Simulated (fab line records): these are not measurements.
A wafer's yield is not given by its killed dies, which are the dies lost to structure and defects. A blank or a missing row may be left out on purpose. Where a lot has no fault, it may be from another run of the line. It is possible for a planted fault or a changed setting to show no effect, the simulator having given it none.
A struck lot beside a sound one | flow rit cmos | 15 out of 202 route steps
Sound: the wafers L388.2, L388.3, L388.4. Struck: wafer L397.3 (L397.1, L397.4, from the same lot, were not struck and are left out); the cause is given at the end.
Order at every step that has rows: each side's tool, ch and its chambers, its first start. Under that, the readings that differ: sound wafers | struck wafers | difference of the means | sigmas: that difference in standard deviations of wafers without a fault.
alike: same words and numbers on both sides, and readings whose means sit less than 2 such deviations apart. not compared: any withheld reading, any reading some wafer has no value for, any bound like >300 that may hide the same value, and any number with overlapping values for which the record gives no deviation.
Wherever a step has rows on one side only, a row that says differs or no value, or a row with sigmas, the two part there. Numbers that have no deviation but don't overlap get no sigmas and don't part them. A reading that every wafer of one side lacks parts them only if that side has two wafers or more.

RIT_M1_SPUTTER_00: material Al, target thk 400 nm, time 500 s.
  sound: pvd sputter-02 at day 4 13:17; struck: pvd sputter-01 at day 6 03:45
  alike: throttle valve pct
RIT_M1_RS_MEAS_01: uses a four-point probe to measure.
  sound: film metro-01 at day 4 13:37; struck: film metro-03 at day 6 04:03
  alike: M1_AL_RS
RIT_M1_THK_MEAS_02: measures by xrf.
  sound: film metro-01 at day 4 13:43; struck: film metro-03 at day 6 04:10
  alike: M1_AL_THK
then, 6 steps without rows for these wafers: RIT_M1_HMDS_03 (prime time 60 s); RIT_M1_COAT_04 (resist thk 1300 nm); RIT_M1_SOFTBAKE_05 (time 60 s); RIT_M1_EXPOSE_06 (exposes mask M12, target cd 2600 nm); RIT_M1_PEB_07; RIT_M1_DEVELOP_08 (develop time 68 s).
RIT_M1_CD_MEAS_09: the cd target is 2600 nm.
  sound: cd sem-01 at day 4 14:50; struck: cd sem-02 at day 6 05:20
  alike: cd nm
RIT_M1_OVL_MEAS_10:
  sound: overlay-01 at day 4 14:56; struck: overlay-01 at day 6 05:28
  alike: M1_OVL
then, 1 step without rows for these wafers: RIT_M1_HARDBAKE_11 (time 120 s).
RIT_M1_METAL_ETCH_12: etches Al in Cl2/BCl3, stops on SiO2, time 165 s, target depth 600 nm.
  sound on rie metal-01 ch 0, day 4 15:16; struck on rie metal-01 ch 0, day 6 05:45
  reading                                 | sound             | struck  | difference | sigmas
  oes product au (a.u.)                   | 0.792 0.781 0.789 | 0.758   | -0.029     | -3
  over etch frac                          | 0.5 0.5 0.5       | 0.61948 | +0.11948   |
  model.NOVOLAK_of_M1_COAT_04.thk nm (nm) | 799.1 801.1 800.8 | 774.5   | -25.8      |
  alike: chamber pressure mTorr, drypump motor current A, rf fwd power W, throttle valve pct
  not compared: rf hours counter h
then, 1 step without rows for these wafers: RIT_M1_STRIP_13 (strips in nmp, time 600 s).
RIT_M1_PROBE_99:
  sound: prober-02 at day 4 17:41; struck: prober-01 at day 6 08:06
  alike: defect limited yield, killed at contacts, killed at front end, killed dies, killed open, killed short, sort_bin_3_pad_short, sort_bin_5_function, sort_bin_6_memory, sort n pass, sort yield pct

== WHERE THEY PART ==
RIT_M1_METAL_ETCH_12 only, going by this record. Later steps at which nothing parts them and some readings are alike: RIT_M1_PROBE_99.

WHY: what had been put in by the simulator
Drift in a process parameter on rie metal-01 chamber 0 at RIT_M1_METAL_ETCH_12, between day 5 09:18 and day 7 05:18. From 0.5, the setting over etch frac moved by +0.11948.
